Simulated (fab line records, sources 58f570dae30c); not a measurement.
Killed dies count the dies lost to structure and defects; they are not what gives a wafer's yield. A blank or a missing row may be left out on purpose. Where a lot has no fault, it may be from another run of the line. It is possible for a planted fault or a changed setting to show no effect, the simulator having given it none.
2 desks looking at one fault | flow berkeleyCmos170 | every desk sees just its own numbers, and what lay behind them comes last

## FOR THE TOOL OWNER'S DESK: lithoTrack-03
The tool's own readings at UCB170_M3_SOFTBAKE_06 (time 60 s): means of the sampled wafers that have a number, for each lot that ran on this tool. Marked OUT: a lot whose mean sits more than 4 standard deviations from the usual mean, which makes it out of limits; the brackets give that distance.
Columns: A = chillPlateTempC at UCB170_M3_SOFTBAKE_06, usual 23.00 C; B = heaterPowerTotalW at UCB170_M3_SOFTBAKE_06, usual 56.81 W; C = plateTempC at UCB170_M3_SOFTBAKE_06, usual 129.97 C
lot  | first seen here | A     | B               | C
L976 | day 8 23:36     | 22.85 | 56.81           | 129.90
L975 | day 8 23:59     | 22.86 | 56.81           | 129.90
L978 | day 9 00:53     | 23.03 | 56.84           | 130.15
L984 | day 10 08:01    | 23.05 | 56.87           | 129.96
L986 | day 11 00:02    | 23.11 | 58.00 (+28) OUT | 132.13 (+15) OUT
L990 | day 11 21:26    | 23.06 | 57.94 (+26) OUT | 132.05 (+15) OUT
L987 | day 11 22:46    | 23.06 | 57.95 (+27) OUT | 131.90 (+14) OUT
This desk's finding: out of limits on L986, L987, L990; first on L986, day 11 00:02 (heaterPowerTotalW at UCB170_M3_SOFTBAKE_06). L976, L975, L978, L984 stayed within limits.

## AT THE METROLOGY DESK
What the gauges read for every lot (on any tool): the sampled wafers with a number, averaged. Marked OUT: a lot whose mean sits more than 4 standard deviations from the usual mean, which makes it out of limits; the brackets give that distance.
Columns: A = M3_AL_RS at UCB170_M3_RS_MEAS_02, usual 0.0322 ohm/sq; B = M3_OVL at UCB170_M3_OVL_MEAS_16, usual 4 nm
lot  | first seen here | A      | B
L973 | day 8 11:50     | 0.0325 | 6
L976 | day 8 23:07     | 0.0323 | 7
L977 | day 8 23:18     | 0.0321 | 8
L975 | day 8 23:30     | 0.0325 | 2
L978 | day 9 00:24     | 0.0328 | 0
L979 | day 9 08:32     | 0.0318 | 6
L982 | day 9 17:01     | 0.0323 | 12
L984 | day 10 07:20    | 0.0322 | 11
L986 | day 10 23:34    | 0.0322 | -1
L985 | day 10 23:53    | 0.0321 | 3
L990 | day 11 20:58    | 0.0324 | -6
L989 | day 11 21:44    | 0.0320 | 3
L987 | day 11 21:56    | 0.0322 | 15
L994 | day 12 15:56    | 0.0318 | 12
L996 | day 13 03:44    | 0.0319 | 13
Result from this desk: across the 15 lots, nothing is out of limits.

## BROUGHT TOGETHER
An alarm could have come from the tool owner's desk at day 11 00:02, on L986, L987, L990.
Nothing out of limits was seen by the metrology desk.
The metrology desk has L986, L987, L990 on record, within its limits.
On lithoTrack-03, each named lot ran UCB170_M3_SOFTBAKE_06.

## WHAT THE SIMULATOR HAD INSERTED
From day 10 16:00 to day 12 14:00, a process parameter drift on lithoTrack-03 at UCB170_M3_SOFTBAKE_06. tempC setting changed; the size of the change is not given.
Struck lots among those shown: L986, L987, L990.
Hours from the fault's start to each desk's first reading out of limits: the tool owner's desk, 8.
